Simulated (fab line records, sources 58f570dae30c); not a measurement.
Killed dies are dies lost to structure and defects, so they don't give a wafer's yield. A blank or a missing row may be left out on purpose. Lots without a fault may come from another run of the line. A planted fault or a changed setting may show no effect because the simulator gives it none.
Split-lot experiment | flow berkeley_cmos170 | 5 lots, 23 wafers read, on a route of 331 steps

THE SPLIT
At UCB170_NLDD_IMPLANT_09, the setting energy_kev was moved away from the recipe's 30 on 9 of the 23 wafers read, by -4.1% to +4.7%. The other wafers ran this setting at the recipe's value.

The reading is taken at the split's own step.

THE READING
implant.drp_nm (the simulator's own value, which no gauge read), in nm, at UCB170_NLDD_IMPLANT_09. The file gives no usual value for it.

wafer  | tool, chamber at the split | energy_kev as run | against the recipe | implant.drp_nm, nm | against lot-mates on the recipe
L074.2 | implanter-03, 0            | 31.42             | +4.7%              | 9.943              | +0.332
L074.6 | implanter-03, 0            | 31.42             | +4.7%              | 9.943              | +0.332
L074.3 | implanter-03, 0            | 30                | recipe             | 9.611              | -
L074.4 | implanter-03, 0            | 30                | recipe             | 9.611              | -
L074.5 | implanter-03, 0            | 30                | recipe             | 9.611              | -
L076.1 | implanter-03, 0            | 29.48             | -1.7%              | 9.489              | -0.122
L076.4 | implanter-03, 0            | 29.48             | -1.7%              | 9.489              | -0.122
L076.2 | implanter-03, 0            | 30                | recipe             | 9.611              | -
L076.3 | implanter-03, 0            | 30                | recipe             | 9.611              | -
L076.5 | implanter-03, 0            | 30                | recipe             | 9.611              | -
L077.1 | implanter-03, 0            | 30                | recipe             | 9.611              | -
L077.3 | implanter-03, 0            | 30                | recipe             | 9.611              | -
L077.4 | implanter-03, 0            | 30                | recipe             | 9.611              | -
L077.5 | implanter-03, 0            | 31.11             | +3.7%              | 9.87               | +0.259
L077.6 | implanter-03, 0            | 31.11             | +3.7%              | 9.87               | +0.259
L075.1 | implanter-04, 0            | 30                | recipe             | 9.611              | -
L075.5 | implanter-04, 0            | 30                | recipe             | 9.611              | -
L075.2 | implanter-04, 0            | 28.76             | -4.1%              | 9.32               | -0.291
L075.4 | implanter-04, 0            | 28.76             | -4.1%              | 9.32               | -0.291
L075.6 | implanter-04, 0            | 28.76             | -4.1%              | 9.32               | -0.291
L080.1 | implanter-01, 0            | 30                | recipe             | 9.611              | -
L080.2 | implanter-01, 0            | 30                | recipe             | 9.611              | -
L080.6 | implanter-01, 0            | 30                | recipe             | 9.611              | -

THE FIT
A straight line over all 23 wafers: implant.drp_nm changes by +0.0702 nm for each +1% of energy_kev; r = +1.00; the points scatter about the line by 0.00033 nm.
The same after taking each lot's own level away (the mean of its wafers on the recipe; 23 wafers): +0.0702 nm for each +1%; r = +1.00; scatter 0.00033 nm.
On that fit, the largest move of energy_kev shifts the reading by 0.33 nm.
The lots' own levels span 9.6110 to 9.6110 nm.
So the lot-to-lot level changes the slope little: the two slopes agree.
Check: with one of the wafers moved furthest among these (+4.7%) left out of the fit, the line predicts +0.332 nm for it against its lot-mates. It came out at +0.332 nm against them.

OTHER SPLITS ON THESE WAFERS
These wafers also went through other splits before the reading. Each is held against what the fit with the lots' levels taken away leaves over:
other split on the same wafers | wafers away from the commonest value | r with implant.drp_nm (lot level and that fit taken away)
UCB170_PLDD_EXPOSE_03 dose_mj  | 11                                   | -0.25
UCB170_NLDD_PEB_04 peb_temp_c  | 8                                    | +0.14

THE WHOLE CHAIN: every reading that the file lists as answering this split, in the file's order
step                   | what it does | reading                                                         | change (the file's fit)                | r (the file's)
UCB170_NLDD_IMPLANT_09 |              | implant.rp_nm (the simulator's own value, which no gauge read)  | +0.161 nm for each +1% of the setting  | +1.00
UCB170_NLDD_IMPLANT_09 |              | implant.drp_nm (the simulator's own value, which no gauge read) | +0.0702 nm for each +1% of the setting | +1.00

THE FILE'S OWN FIT
implant.drp_nm changes by +0.0702 nm for each +1% of energy_kev, r = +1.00.
